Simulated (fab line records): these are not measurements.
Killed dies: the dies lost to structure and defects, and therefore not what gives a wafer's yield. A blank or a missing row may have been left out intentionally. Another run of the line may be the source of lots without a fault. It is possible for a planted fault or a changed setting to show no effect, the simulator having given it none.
fab line records + flow ritCmos
record:
- lots: 5
- wafers: 15
- lastDay: 7
route steps=202 shown ACTIVE@1 FOX1@20 FOX2@23 M1@202
lots with no fault: from the same line, run without faults
startH: the number of hours between the record's first day and the start of the first shown wafer of the lot + waitH: time in hours since the lot's previous step + " unchanged from the row above + L1.1+2: a row that stands for several wafers + - value missing, or start not given + * or withheld: withheld + < > ~ a bound
route shown NAME@n: a module of which the file shows steps, and the number in the route of the first + usual: average and standard deviation across the fault-free wafers + same: alike in all rows + chamber/n: place in a boat + sites: readings site by site + _std_site: how widely they spread, as a standard deviation + _edge_site: inner sites' mean taken away from outer sites' mean + radiusMm: for every site, how far away it sits from the centre of the wafer + mask NAME#n: copy n + behind: the most recent tool/chamber to have shaped the wafer + hold: why the lot went on hold/how many hours it stayed there/how the hold came to an end + device: transistor that didn't switch, given as n, p or np + end of line: tests of these same wafers at the route's end + a step without rows: its recipe alone + killed: dies lost to structure and defects at the first sort, not the wafer's yield + map: shows each die of a wafer: x if killed, . if not, _ if none is there
set.NAME: the setting as run; set.NAME@STEP: as run at that earlier step + model.NAME: the simulator's own value behind a step, which no gauge read
certain route steps with their lots: each step a table, each wafer a row
services: when a tool's chamber went out of use (startH, in hours from the record's first day, below 0 if earlier), for how many hours, and the reason
== steps ==
step: RIT_ACTIVE_BOW_MEAS_00
recipe:
- mode: bow
usual:
- INCOMING_BOW: 0/6.6
| lot.wafer | tool         | chamber | startH | waitH | INCOMING_BOW[um] |
|-----------|--------------|---------|--------|-------|------------------|
| L555.3    | filmMetro-02 | -       | 20.04  | -     | 4                |
| L555.5    | "            | -       | "      | "     | 8                |
| L555.6    | "            | -       | "      | "     | 2                |
| L556.1    | filmMetro-02 | -       | 25.00  | -     | -5               |
| L556.2    | "            | -       | "      | "     | 1                |
| L556.5    | "            | -       | "      | "     | 1                |
| L559.1    | filmMetro-04 | -       | 40.00  | -     | -2               |
| L559.4    | "            | -       | "      | "     | 5                |
| L559.6    | "            | -       | "      | "     | 3                |
| L573.1    | filmMetro-02 | -       | 110.00 | -     | 9                |
| L573.3    | "            | -       | "      | "     | -6               |
| L573.6    | "            | -       | "      | "     | -4               |
| L576.2    | filmMetro-02 | -       | 125.02 | -     | -4               |
| L576.5    | "            | -       | "      | "     | 8                |
| L576.6    | "            | -       | "      | "     | -2               |
step: RIT_ACTIVE_OXIDATION_01
recipe:
- tempC: 1000
- ambient: O2
- targetThkA: 468
- oxTimeS: 3360
step: RIT_ACTIVE_THK_MEAS_02
recipe:
- reads: SiO2_of_ACTIVE_OXIDATION_01
usual:
- ACTIVE_OXIDE_THK: 46.8/0.86
| lot.wafer | tool         | chamber | startH | waitH | ACTIVE_OXIDE_THK[nm] |
|-----------|--------------|---------|--------|-------|----------------------|
| L555.3    | filmMetro-02 | -       | 23.36  | 0.0   | 45.0                 |
| L555.5    | "            | -       | "      | "     | 45.5                 |
| L555.6    | "            | -       | "      | "     | 45.4                 |
| L556.1    | filmMetro-04 | -       | 27.82  | 0.0   | 46.4                 |
| L556.2    | "            | -       | "      | "     | 46.4                 |
| L556.5    | "            | -       | "      | "     | 46.0                 |
| L559.1    | filmMetro-02 | -       | 44.12  | 0.0   | 45.4                 |
| L559.4    | "            | -       | "      | "     | 45.5                 |
| L559.6    | "            | -       | "      | "     | 45.9                 |
| L573.1    | filmMetro-02 | -       | 112.38 | 0.0   | 46.4                 |
| L573.3    | "            | -       | "      | "     | 45.9                 |
| L573.6    | "            | -       | "      | "     | 46.9                 |
| L576.2    | filmMetro-03 | -       | 127.92 | 0.0   | 46.7                 |
| L576.5    | "            | -       | "      | "     | 46.4                 |
| L576.6    | "            | -       | "      | "     | 47.1                 |
step: RIT_ACTIVE_CVD_03
recipe:
- material: Si3N4
- targetThkNm: 150
- tempC: 810
- precursor: SiH2Cl2/NH3
- timeS: 1500
- pressureMtorr: 300
- sih2cl2FlowSccm: 60
- nh3FlowSccm: 150
usual:
- spikeTcCentreC: 811.9/1.5
- spikeTcLoadC: 835.6/2
- spikeTcSourceC: 834.0/1.5
| lot.wafer | tool     | chamber | startH | waitH | spikeTcCentreC | spikeTcLoadC | spikeTcSourceC | model.Si3N4_of_ACTIVE_CVD_03.thkNm |
|-----------|----------|---------|--------|-------|----------------|--------------|----------------|------------------------------------|
| L555.3    | lpcvd-02 | 1       | 23.40  | 0.0   | 812.6          | 836.9        | 836.9          | 149.5                              |
| L555.5    | "        | 1       | "      | "     | 812.1          | 837.8        | 835.6          | 149.4                              |
| L555.6    | "        | 1       | "      | "     | 813.1          | 836.7        | 837.6          | 148.8                              |
| L556.1    | lpcvd-02 | 1       | 27.88  | 0.1   | 811.0          | 838.1        | 834.6          | 150.5                              |
| L556.2    | "        | 1       | "      | "     | 811.2          | 840.0        | 834.3          | 150.7                              |
| L556.5    | "        | 1       | "      | "     | 809.6          | 838.2        | 836.5          | 149.4                              |
| L559.1    | lpcvd-02 | 1       | 44.18  | 0.1   | 824.0          | 848.3        | 850.4          | 186.8                              |
| L559.4    | "        | 1       | "      | "     | 823.4          | 847.9        | 846.4          | 188                                |
| L559.6    | "        | 1       | "      | "     | 822.3          | 849.3        | 847.2          | 186.9                              |
| L573.1    | lpcvd-01 | 1       | 112.44 | 0.1   | 810.6          | 834.8        | 833.9          | 150.1                              |
| L573.3    | "        | 1       | "      | "     | 811.0          | 837.1        | 834.6          | 151.8                              |
| L573.6    | "        | 1       | "      | "     | 813.3          | 837.3        | 835.3          | 148.3                              |
| L576.2    | lpcvd-01 | 1       | 127.97 | 0.0   | 812.2          | 835.5        | 835.0          | 148.1                              |
| L576.5    | "        | 1       | "      | "     | 812.0          | 837.2        | 833.5          | 147.7                              |
| L576.6    | "        | 1       | "      | "     | 811.6          | 837.6        | 834.5          | 149.3                              |
step: RIT_ACTIVE_THK_MEAS_04
recipe:
- reads: Si3N4_of_ACTIVE_CVD_03
usual:
- ACTIVE_NITRIDE_THK: 150.2/1.2
| lot.wafer | tool         | chamber | startH | waitH | ACTIVE_NITRIDE_THK[nm] |
|-----------|--------------|---------|--------|-------|------------------------|
| L555.3    | filmMetro-04 | -       | 24.84  | 0.0   | 149.5                  |
| L555.5    | "            | -       | "      | "     | 149.4                  |
| L555.6    | "            | -       | "      | "     | 148.7                  |
| L556.1    | filmMetro-02 | -       | 29.30  | 0.0   | 150.5                  |
| L556.2    | "            | -       | "      | "     | 150.7                  |
| L556.5    | "            | -       | "      | "     | 149.5                  |
| L559.1    | filmMetro-03 | -       | 46.30  | 0.0   | 186.8                  |
| L559.4    | "            | -       | "      | "     | 188.2                  |
| L559.6    | "            | -       | "      | "     | 186.9                  |
| L573.1    | filmMetro-03 | -       | 113.86 | 0.0   | 150.2                  |
| L573.3    | "            | -       | "      | "     | 151.8                  |
| L573.6    | "            | -       | "      | "     | 148.4                  |
| L576.2    | filmMetro-03 | -       | 129.39 | 0.0   | 148.1                  |
| L576.5    | "            | -       | "      | "     | 147.7                  |
| L576.6    | "            | -       | "      | "     | 149.4                  |
step: RIT_ACTIVE_HMDS_05
recipe:
- primeTimeS: 60
- primeTempC: 140
step: RIT_ACTIVE_COAT_06
recipe:
- resist: NOVOLAK
- spinRpm: 3250
- resistThkNm: 1000
step: RIT_ACTIVE_SOFTBAKE_07
recipe:
- resist: NOVOLAK
- tempC: 90
- timeS: 60
step: RIT_ACTIVE_EXPOSE_08
recipe:
- maskId: M1
- na: 0.6
- sourceShape: conventional
- sigmaOuter: 0.6
- targetCdNm: 1400
- doseMj: 225
step: RIT_ACTIVE_PEB_09
recipe:
- resist: NOVOLAK
- tempC: withheld
- timeS: withheld
step: RIT_ACTIVE_DEVELOP_10
recipe:
- resist: NOVOLAK
- developTimeS: 50
- devTempC: 23
step: RIT_ACTIVE_CD_MEAS_11
recipe:
- targetCdNm: 1400
usual:
- cdNm: 1400.3/2.3
| lot.wafer | tool     | chamber | startH | waitH | cdNm   |
|-----------|----------|---------|--------|-------|--------|
| L555.3    | cdSem-02 | -       | 25.89  | -     | 1398.2 |
| L555.5    | "        | -       | "      | "     | 1395.6 |
| L555.6    | "        | -       | "      | "     | 1396.4 |
| L556.1    | cdSem-02 | -       | 30.33  | -     | 1397.3 |
| L556.2    | "        | -       | "      | "     | 1394.3 |
| L556.5    | "        | -       | "      | "     | 1395.1 |
| L559.1    | cdSem-01 | -       | 47.32  | -     | 1404.9 |
| L559.4    | "        | -       | "      | "     | 1401.3 |
| L559.6    | "        | -       | "      | "     | 1401.2 |
| L573.1    | cdSem-02 | -       | 114.87 | -     | 1403.3 |
| L573.3    | "        | -       | "      | "     | 1401.2 |
| L573.6    | "        | -       | "      | "     | 1400.7 |
| L576.2    | cdSem-02 | -       | 130.31 | -     | 1399.6 |
| L576.5    | "        | -       | "      | "     | 1402.4 |
| L576.6    | "        | -       | "      | "     | 1399.2 |
step: RIT_ACTIVE_HARDBAKE_12
recipe:
- resist: NOVOLAK
- tempC: 140
- timeS: 60
step: RIT_ACTIVE_ETCH_13
recipe:
- stopOn: SiO2
- chemistry: SF6
- target: Si3N4
- timeS: 210
- overEtchFrac: 0.4
- SF6_flow_sccm: 200
- pressureMtorr: 260
- rfW: 125
- targetDepthA: 2100
usual:
- chamberPressureMTorr: 259.99/0.25
- drypumpMotorCurrentA: 5.6/0.53
- oesProductAu: 0.815/0.014
- throttleValvePct: 7.49/0.13
| lot.wafer | tool       | chamber | startH | waitH | chamberPressureMTorr | drypumpMotorCurrentA | oesProductAu | rfHoursCounterH | throttleValvePct | model.ACTIVE.featureDepthNm | model.etch.depthNm |
|-----------|------------|---------|--------|-------|----------------------|----------------------|--------------|-----------------|------------------|-----------------------------|--------------------|
| L555.3    | rieDiel-04 | 1       | 26.12  | 0.1   | 260.21               | 5.6                  | 0.814        | 132             | 7.75             | 149.5                       | 149.5              |
| L555.5    | "          | 3       | "      | "     | 259.91               | 6.7                  | 0.834        | -               | 7.40             | 150.9                       | 149.4              |
| L555.6    | "          | 0       | "      | "     | 259.91               | 5.7                  | 0.818        | -               | 7.48             | 148.8                       | 148.8              |
| L556.1    | rieDiel-01 | 3       | 30.60  | 0.1   | 260.05               | 5.2                  | 0.820        | 77              | 7.48             | 150.6                       | 150.5              |
| L556.2    | "          | 1       | "      | "     | 259.73               | 5.6                  | 0.816        | 35              | 7.46             | 151.3                       | 150.7              |
| L556.5    | "          | 1       | "      | "     | 260.19               | 5.6                  | 0.819        | -               | 7.46             | 150                         | 149.4              |
| L559.1    | rieDiel-02 | 0       | 47.59  | 0.1   | 259.84               | 4.9                  | 0.894        | 5               | 7.22             | 187.9                       | 186.8              |
| L559.4    | "          | 1       | "      | "     | 259.81               | 6.3                  | 0.896        | 23              | 7.63             | 188                         | 188                |
| L559.6    | "          | 0       | "      | "     | 259.92               | 5.0                  | 0.908        | -               | 7.20             | 188                         | 186.9              |
| L573.1    | rieDiel-02 | 2       | 115.22 | 0.1   | 260.28               | 5.1                  | 0.831        | 119             | 7.62             | 150.6                       | 150.1              |
| L573.3    | "          | 3       | "      | "     | 259.88               | 5.6                  | 0.824        | 133             | 7.46             | 151.8                       | 151.8              |
| L573.6    | "          | 0       | "      | "     | 260.00               | 4.9                  | 0.790        | -               | 7.22             | 149.4                       | 148.3              |
| L576.2    | rieDiel-04 | 0       | 130.56 | 0.1   | 259.67               | 5.7                  | 0.810        | 5               | 7.46             | 148.1                       | 148.1              |
| L576.5    | "          | 0       | "      | "     | 260.03               | 5.8                  | 0.811        | -               | 7.47             | 147.7                       | 147.7              |
| L576.6    | "          | 3       | "      | "     | 259.90               | 6.8                  | 0.829        | -               | 7.40             | 150.9                       | 149.3              |
step: RIT_ACTIVE_STRIP_14
recipe:
- chemistry: O2
- timeS: 180
- resist: NOVOLAK
- platenTempC: withheld
- powerW: 500
- pressureMtorr: 4000
- o2FlowSccm: 4000
usual:
- chamberPressureMTorr: 4000/3.3
- drypumpMotorCurrentA: 5.70/0.27
| lot.wafer | tool           | chamber | startH | waitH | chamberPressureMTorr | drypumpMotorCurrentA | rfHoursCounterH |
|-----------|----------------|---------|--------|-------|----------------------|----------------------|-----------------|
| L555.3    | plasmaAsher-04 | 1       | 26.31  | 0.1   | 3999                 | 6.10                 | -               |
| L555.5    | "              | 1       | "      | "     | 4003                 | 6.08                 | -               |
| L555.6    | "              | 0       | "      | "     | 3997                 | 5.54                 | -               |
| L556.1    | plasmaAsher-01 | 0       | 30.74  | 0.1   | 3998                 | 5.32                 | 40              |
| L556.2    | "              | 1       | "      | "     | 3999                 | 5.51                 | 40              |
| L556.5    | "              | 1       | "      | "     | 3999                 | 5.52                 | -               |
| L559.1    | plasmaAsher-04 | 1       | 47.73  | 0.1   | 4001                 | 6.11                 | 25              |
| L559.4    | "              | 0       | "      | "     | 4002                 | 5.52                 | -               |
| L559.6    | "              | 1       | "      | "     | 3994                 | 6.11                 | -               |
| L573.1    | plasmaAsher-04 | 0       | 115.36 | 0.1   | 4002                 | 5.53                 | 33              |
| L573.3    | "              | 0       | "      | "     | 3997                 | 5.52                 | -               |
| L573.6    | "              | 0       | "      | "     | 4001                 | 5.52                 | -               |
| L576.2    | plasmaAsher-01 | 1       | 130.70 | 0.1   | 3997                 | 5.51                 | 1               |
| L576.5    | "              | 1       | "      | "     | 4001                 | 5.51                 | -               |
| L576.6    | "              | 0       | "      | "     | 3998                 | 5.31                 | -               |
step: RIT_ACTIVE_CD_MEAS_90
recipe:
- targetCdNm: 1400
usual:
- cdNm: 1400.3/2.3
| lot.wafer | tool     | chamber | startH | waitH | cdNm   |
|-----------|----------|---------|--------|-------|--------|
| L555.3    | cdSem-01 | -       | 26.47  | 0.1   | 1398.3 |
| L555.5    | "        | -       | "      | "     | 1395.2 |
| L555.6    | "        | -       | "      | "     | 1396.5 |
| L556.1    | cdSem-01 | -       | 30.91  | 0.1   | 1397.6 |
| L556.2    | "        | -       | "      | "     | 1393.8 |
| L556.5    | "        | -       | "      | "     | 1394.8 |
| L559.1    | cdSem-01 | -       | 47.90  | 0.1   | 1404.3 |
| L559.4    | "        | -       | "      | "     | 1401.2 |
| L559.6    | "        | -       | "      | "     | 1401.1 |
| L573.1    | cdSem-02 | -       | 115.53 | 0.1   | 1403.5 |
| L573.3    | "        | -       | "      | "     | 1400.9 |
| L573.6    | "        | -       | "      | "     | 1400.2 |
| L576.2    | cdSem-01 | -       | 130.89 | 0.1   | 1399.8 |
| L576.5    | "        | -       | "      | "     | 1402.1 |
| L576.6    | "        | -       | "      | "     | 1399.2 |
step: RIT_ACTIVE_CLEAN_15
recipe:
- chemistry: SC1
- mix: 3:3:50
- timeS: 600
- tempC: 75
step: RIT_ACTIVE_CLEAN_16
recipe:
- chemistry: dHF
- dilution: 50:1
- timeS: 30
step: RIT_ACTIVE_CLEAN_17
recipe:
- chemistry: SC2
- mix: 3:3:50
- timeS: 600
- tempC: 75
- dry: n2Spin
step: RIT_FOX1_OXIDATION_00
recipe:
- tempC: 1100
- ambient: H2O
- targetThkA: 3507
- pH2oTorr: 720
- oxTimeS: 1130
step: RIT_FOX1_THK_MEAS_01
recipe:
- reads: SiO2_of_FOX1_OXIDATION_00
usual:
- FOX1_OXIDE_THK: 349/8
| lot.wafer | tool         | chamber | startH | waitH | FOX1_OXIDE_THK[nm] |
|-----------|--------------|---------|--------|-------|--------------------|
| L555.3    | filmMetro-01 | -       | 30.47  | 0.0   | 353                |
| L555.5    | "            | -       | "      | "     | 348                |
| L555.6    | "            | -       | "      | "     | 349                |
| L556.1    | filmMetro-02 | -       | 33.09  | 0.0   | 343                |
| L556.2    | "            | -       | "      | "     | 357                |
| L556.5    | "            | -       | "      | "     | 351                |
| L559.1    | filmMetro-03 | -       | 49.70  | 0.0   | 350                |
| L559.4    | "            | -       | "      | "     | 352                |
| L559.6    | "            | -       | "      | "     | 351                |
| L573.1    | filmMetro-02 | -       | 118.86 | 0.0   | 351                |
| L573.3    | "            | -       | "      | "     | 353                |
| L573.6    | "            | -       | "      | "     | 357                |
| L576.2    | filmMetro-03 | -       | 133.72 | 0.0   | 347                |
| L576.5    | "            | -       | "      | "     | 347                |
| L576.6    | "            | -       | "      | "     | 345                |
step: RIT_FOX1_WET_ETCH_02
recipe:
- chemistry: BOE
- targetDepthNm: 350
- timeS: 390
- tempC: 21.5
- dry: n2Spin
- dilution: 10:1
- target: SiO2
step: RIT_FOX2_OXIDATION_00
recipe:
- tempC: 1100
- ambient: H2O
- targetThkA: 3507
- pH2oTorr: 720
- oxTimeS: 1130
step: RIT_FOX2_THK_MEAS_01
recipe:
- reads: SiO2_of_FOX2_OXIDATION_00
usual:
- FOX2_OXIDE_THK: 346/6.1
| lot.wafer | tool         | chamber | startH | waitH | FOX2_OXIDE_THK[nm] |
|-----------|--------------|---------|--------|-------|--------------------|
| L555.3    | filmMetro-01 | -       | 33.03  | 0.0   | 343                |
| L555.5    | "            | -       | "      | "     | 344                |
| L555.6    | "            | -       | "      | "     | 340                |
| L556.1    | filmMetro-04 | -       | 34.58  | 0.0   | 342                |
| L556.2    | "            | -       | "      | "     | 342                |
| L556.5    | "            | -       | "      | "     | 349                |
| L559.1    | filmMetro-03 | -       | 51.27  | 0.0   | 343                |
| L559.4    | "            | -       | "      | "     | 345                |
| L559.6    | "            | -       | "      | "     | 338                |
| L573.1    | filmMetro-01 | -       | 121.25 | 0.0   | 350                |
| L573.3    | "            | -       | "      | "     | 350                |
| L573.6    | "            | -       | "      | "     | 355                |
| L576.2    | filmMetro-01 | -       | 135.21 | 0.0   | 352                |
| L576.5    | "            | -       | "      | "     | 351                |
| L576.6    | "            | -       | "      | "     | 346                |
step: RIT_FOX2_CLEAN_02
recipe:
- chemistry: dHF
- dilution: 50:1
- timeS: 180
| lot.wafer | tool        | chamber | startH | waitH | model.Si3N4_of_ACTIVE_CVD_03.thkNm |
|-----------|-------------|---------|--------|-------|------------------------------------|
| L555.3    | wetBench-01 | 1       | 33.07  | 0.0   | 130.2                              |
| L555.5    | "           | 1       | "      | "     | 130.1                              |
| L555.6    | "           | 1       | "      | "     | 129.5                              |
| L556.1    | wetBench-01 | 0       | 34.64  | 0.1   | 131.3                              |
| L556.2    | "           | 0       | "      | "     | 131.4                              |
| L556.5    | "           | 0       | "      | "     | 130.1                              |
| L559.1    | wetBench-03 | 0       | 51.33  | 0.1   | 167.5                              |
| L559.4    | "           | 0       | "      | "     | 168.8                              |
| L559.6    | "           | 0       | "      | "     | 167.6                              |
| L573.1    | wetBench-01 | 0       | 121.31 | 0.1   | 130.8                              |
| L573.3    | "           | 0       | "      | "     | 132.5                              |
| L573.6    | "           | 0       | "      | "     | 129.1                              |
| L576.2    | wetBench-01 | 1       | 135.26 | 0.0   | 128.9                              |
| L576.5    | "           | 1       | "      | "     | 128.5                              |
| L576.6    | "           | 1       | "      | "     | 130.1                              |
step: RIT_FOX2_WET_ETCH_03
recipe:
- chemistry: H3PO4
- target: Si3N4
- targetDepthNm: 195
- tempC: 165
- timeS: 2700
step: RIT_M1_PROBE_99
usual:
- killedAtContacts: 0.1/0.27
- killedAtFrontEnd: 7/3.1
- killedDies: 7/3.1
- killedOpen: 3.3/2.1
- killedShort: 3.5/2
same:
- grossDies: 264
- killed_at_M0_to_M3: 0
- killed_at_M4_up: 0
- killedAtBackSide: 0
- killedAtOther: 0
| lot.wafer | tool      | chamber | startH | waitH | killedAtContacts | killedAtFrontEnd | killedDies | killedOpen | killedShort | model.etest.pldd.widthNm | model.etest.nldd.widthNm |
|-----------|-----------|---------|--------|-------|------------------|------------------|------------|------------|-------------|--------------------------|--------------------------|
| L555.3    | prober-02 | -       | 74.39  | 0.2   | 0                | 10               | 10         | 5          | 5           | 3199                     | 3191                     |
| L555.5    | prober-02 | -       | 74.49  | 0.2   | 0                | 6                | 6          | 2          | 3           | 3186                     | 3191                     |
| L555.6    | prober-02 | -       | 74.54  | 0.2   | 0                | 6                | 6          | 3          | 3           | 3188                     | 3178                     |
| L556.1    | prober-01 | -       | 75.79  | 0.1   | 0                | 10               | 10         | 8          | 2           | 3218                     | 3219                     |
| L556.2    | prober-01 | -       | 75.84  | 0.1   | 1                | 6                | 7          | 4          | 3           | 3173                     | 3166                     |
| L556.5    | prober-01 | -       | 75.99  | 0.2   | 0                | 10               | 10         | 2          | 8           | 3190                     | 3179                     |
| L559.1    | prober-02 | -       | 92.44  | 0.1   | 0                | 11               | 11         | 7          | 3           | 3240                     | 3228                     |
| L559.4    | prober-02 | -       | 92.59  | 0.2   | 0                | 6                | 6          | 2          | 4           | 3208                     | 3230                     |
| L559.6    | prober-02 | -       | 92.69  | 0.2   | 1                | 11               | 12         | 8          | 4           | 3235                     | 3254                     |
| L573.1    | prober-01 | -       | 163.24 | 0.1   | 0                | 3                | 3          | 1          | 2           | 3188                     | 3203                     |
| L573.3    | prober-01 | -       | 163.34 | 0.2   | 0                | 11               | 11         | 4          | 7           | 3164                     | 3183                     |
| L573.6    | prober-01 | -       | 163.49 | 0.2   | 0                | 7                | 7          | 5          | 2           | 3160                     | 3172                     |
| L576.2    | prober-02 | -       | 177.54 | 0.1   | 0                | 6                | 6          | 3          | 3           | 3176                     | 3179                     |
| L576.5    | prober-02 | -       | 177.69 | 0.2   | 0                | 2                | 2          | 0          | 2           | 3188                     | 3187                     |
| L576.6    | prober-02 | -       | 177.74 | 0.2   | 0                | 2                | 2          | 0          | 2           | 3172                     | 3175                     |
killed by level:class
L555.3 GATE:geometricParticle:open=4 FOX1:geometricParticle:short=2 FOX1:geometricParticle:open=1 REOX:geometricParticle:short=1 SPACER:geometricParticle:short=1 SILICIDE:geometricParticle:short=1
L555.5 FOX1:geometricParticle:short=2 FOX1:geometricParticle:open=1 GATE:geometricParticle:open=1 SPACER:geometricParticle:short=1 PWELL:coatMicrobubblePrinted=1
L555.6 GATE:geometricParticle:short=2 FOX1:geometricParticle:open=1 GATE:geometricParticle:open=1 SPACER:geometricParticle:short=1 SPACER:geometricParticle:open=1
L556.1 SILICIDE:geometricParticle:open=3 GATE:geometricParticle:open=2 SPACER:geometricParticle:open=2 FOX2:geometricParticle:open=1 GATE:geometricParticle:short=1 SILICIDE:geometricParticle:short=1
L556.2 SILICIDE:geometricParticle:open=2 FOX2:geometricParticle:short=1 REOX:geometricParticle:short=1 SPACER:geometricParticle:open=1 SILICIDE:geometricParticle:short=1 CONTACT:geometricParticle:open=1
L556.5 GATE:geometricParticle:short=2 SILICIDE:geometricParticle:short=2 FOX1:geometricParticle:open=1 FOX1:geometricParticle:short=1 FOX2:geometricParticle:short=1 REOX:geometricParticle:short=1 SPACER:geometricParticle:short=1 SPACER:geometricParticle:open=1
L559.1 FOX1:geometricParticle:open=3 GATE:geometricParticle:open=3 GATE:geometricParticle:short=2 SILICIDE:geometricParticle:short=1 SILICIDE:geometricParticle:open=1 NWELL:coatMicrobubblePrinted=1
L559.4 GATE:geometricParticle:short=2 FOX1:geometricParticle:short=1 FOX2:geometricParticle:open=1 GATE:geometricParticle:open=1 SPACER:geometricParticle:short=1
L559.6 GATE:geometricParticle:open=3 FOX2:geometricParticle:open=2 SPACER:geometricParticle:short=2 FOX2:geometricParticle:short=1 GATE:geometricParticle:short=1 REOX:geometricParticle:open=1 SILICIDE:geometricParticle:open=1 CONTACT:geometricParticle:open=1
L573.1 FOX2:geometricParticle:short=1 REOX:geometricParticle:open=1 SPACER:geometricParticle:short=1
L573.3 FOX2:geometricParticle:short=3 GATE:geometricParticle:open=3 SPACER:geometricParticle:short=3 GATE:geometricParticle:short=1 REOX:geometricParticle:open=1
L573.6 GATE:geometricParticle:open=3 FOX1:geometricParticle:short=1 FOX2:geometricParticle:open=1 REOX:geometricParticle:open=1 SILICIDE:geometricParticle:short=1
L576.2 GATE:geometricParticle:open=2 REOX:geometricParticle:short=2 FOX2:geometricParticle:open=1 GATE:geometricParticle:short=1
L576.5 FOX1:geometricParticle:short=1 GATE:geometricParticle:short=1
L576.6 FOX1:geometricParticle:short=1 GATE:geometricParticle:short=1
== services ==
| tool           | chamber | startH | hours | kind          |
|----------------|---------|--------|-------|---------------|
| rieDiel-02     | 2       | 7.61   | 2.0   | repair        |
| rieDiel-02     | 2       | 11.10  | 1.8   | repair        |
| rieDiel-04     | 1       | 47.57  | 5.1   | repair        |
| rieDiel-02     | 0       | 49.54  | 5.2   | repair        |
| lpcvd-02       | -       | 53.83  | 6.0   | pm            |
| rieDiel-02     | -       | 56.05  | 0.4   | repair        |
| rieDiel-04     | 2       | 63.02  | -     | clean         |
| rieDiel-04     | 2       | 63.02  | 15.6  | scheduledDown |
| rieDiel-04     | 2       | 63.02  | 15.6  | ventCycle     |
| rieDiel-01     | 3       | 63.98  | 7.8   | repair        |
| rieDiel-02     | -       | 64.35  | 0.7   | repair        |
| rieDiel-04     | 0       | 76.60  | 4.9   | repair        |
| rieDiel-04     | 1       | 82.63  | 4.9   | repair        |
| wetBench-03    | -       | 102.21 | 1.9   | pm            |
| plasmaAsher-01 | -       | 103.58 | 5.6   | repair        |
| plasmaAsher-01 | -       | 109.20 | 9.0   | pm            |
| plasmaAsher-01 | 0       | 109.20 | 9.0   | ventCycle     |
| plasmaAsher-01 | 1       | 109.20 | 9.0   | ventCycle     |
| rieDiel-01     | 1       | 114.14 | 8.1   | repair        |
| plasmaAsher-01 | 0       | 118.20 | -     | clean         |
| plasmaAsher-01 | 1       | 118.20 | -     | clean         |
== key ==
firstSign:
- step: RIT_ACTIVE_CVD_03
- reading: spikeTcSourceC
- direction: up
- sigmas: 9.4
- usual: 834.0
- struck: 848.0
effect:
- step: RIT_ACTIVE_CVD_03
- reading: spikeTcCentreC
- direction: up
- sigmas: 7.4
- usual: 811.9
- struck: 823.2
effect:
- step: RIT_ACTIVE_THK_MEAS_04
- reading: ACTIVE_NITRIDE_THK
- direction: up
- sigmas: 30
- usual: 150.2
- struck: 187.3
effect:
- step: RIT_ACTIVE_ETCH_13
- reading: oesProductAu
- direction: up
- sigmas: 5.9
- usual: 0.815
- struck: 0.900
modelEffect:
- step: RIT_ACTIVE_CVD_03
- value: Si3N4_of_ACTIVE_CVD_03.thkNm
- without: 152
- struck: 187.3
modelEffect:
- step: RIT_ACTIVE_ETCH_13
- value: ACTIVE.featureDepthNm
- without: 152.7
- struck: 188
modelEffect:
- step: RIT_FOX2_CLEAN_02
- value: Si3N4_of_ACTIVE_CVD_03.thkNm
- without: 132.7
- struck: 168
modelEffect:
- step: RIT_M1_PROBE_99
- value: etest.pldd.widthNm
- without: 3195
- struck: 3228
metAt RIT_ACTIVE_CVD_03
struckWafers L559.1,L559.4,L559.6
testerLeftOut L559
onsetBetween 27.88 44.18
fault:
- kind: processParameterDrift
- tool: lpcvd-02
- chamber: 1
- onsetH: 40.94
- steps: RIT_ACTIVE_CVD_03
- channel: tempC
- offset: *
- shape: step
- endH: 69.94
- actsIn: *
- stated: *
testerLeftOut: of these lots the tester's yield and bins aren't shown, on N5 and GAA mostly nor the transistor test; their killed dies are dies lost to structure and defects alone, not to doping, threshold or leakage, so they don't give the yield
